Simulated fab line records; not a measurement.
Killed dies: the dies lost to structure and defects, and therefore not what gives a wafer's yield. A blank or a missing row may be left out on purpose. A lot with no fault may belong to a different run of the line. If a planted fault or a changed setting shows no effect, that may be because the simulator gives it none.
Lot-split experiment	flow rit cmos	23 wafers read from 5 lots, route of 202 steps

== ON THE SPLIT ==
At RIT_GATE_OXIDATION_05 (target thk 3 nm, ox time 270 s), the setting temp c was moved away from the recipe's 900 C on 15 of the 23 wafers read, by -2.7% to +1.9%. The other wafers ran this setting at the recipe's value.

== FROM SPLIT TO READING: 1 step shown by the file between the two ==
- RIT_GATE_ANNEAL_06: time 600 s

== THE READING ==
At RIT_GATE_THK_MEAS_07: GATE_OXIDE_THK, given in nm. Typical for fault-free wafers on this fab line: 3.01 nm, with standard deviation 0.051 nm.

wafer	tool, chamber at the split	temp c as run, C	against the recipe	GATE_OXIDE_THK, nm	against lot-mates on the recipe
L076.1	furnace-04, 0	900	recipe	3.02	-
L076.2	furnace-04, 0	900	recipe	3.07	-
L076.6	furnace-04, 0	900	recipe	3.03	-
L077.2	-, -	916.7	+1.9%	3.62	no lot-mate on the recipe
L077.3	-, -	916.7	+1.9%	3.65	no lot-mate on the recipe
L077.4	-, -	916.7	+1.9%	3.70	no lot-mate on the recipe
L077.5	-, -	916.7	+1.9%	3.69	no lot-mate on the recipe
L077.6	-, -	916.7	+1.9%	3.59	no lot-mate on the recipe
L079.2	-, -	900	recipe	3.00	-
L079.3	-, -	900	recipe	3.00	-
L079.4	-, -	900	recipe	2.92	-
L079.5	-, -	900	recipe	3.00	-
L079.6	-, -	900	recipe	2.98	-
L080.1	-, -	888.2	-1.3%	2.65	no lot-mate on the recipe
L080.2	-, -	888.2	-1.3%	2.64	no lot-mate on the recipe
L080.4	-, -	888.2	-1.3%	2.68	no lot-mate on the recipe
L080.5	-, -	888.2	-1.3%	2.61	no lot-mate on the recipe
L080.6	-, -	888.2	-1.3%	2.64	no lot-mate on the recipe
L084.1	-, -	875.9	-2.7%	2.19	no lot-mate on the recipe
L084.2	-, -	875.9	-2.7%	2.22	no lot-mate on the recipe
L084.3	-, -	875.9	-2.7%	2.23	no lot-mate on the recipe
L084.4	-, -	875.9	-2.7%	2.18	no lot-mate on the recipe
L084.5	-, -	875.9	-2.7%	2.23	no lot-mate on the recipe

THE FIT
A straight line over all 23 wafers: GATE_OXIDE_THK changes by +0.314 nm for each +1% of temp c; r = +1.00; the points scatter about the line by 0.045 nm.
Too few moved wafers with a lot-mate on the recipe to fit a line net of each lot's own level.

== THE WHOLE CHAIN: every reading that the file lists as answering this split, in the file's order ==
step	what it does	reading	change (the file's fit)	r (the file's)
RIT_GATE_OXIDATION_05	target thk 3 nm, ox time 270 s	SiO2_of_GATE_OXIDATION_05.thk nm (the simulator's own value, which no gauge read)	+0.314 nm for each +1% of the setting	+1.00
RIT_GATE_THK_MEAS_07		GATE_OXIDE_THK	+0.314 for each +1% of the setting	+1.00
RIT_M1_PROBE_99		etest.pmos_0p3.r on ohm um (the simulator's own value, which no gauge read)	+528 for each +1% of the setting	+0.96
RIT_M1_PROBE_99		etest.nmos_0p3.r on ohm um (the simulator's own value, which no gauge read)	+146 for each +1% of the setting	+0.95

== FILE'S OWN FIT ==
GATE_OXIDE_THK changes by +0.314 nm for each +1% of temp c, r = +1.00.
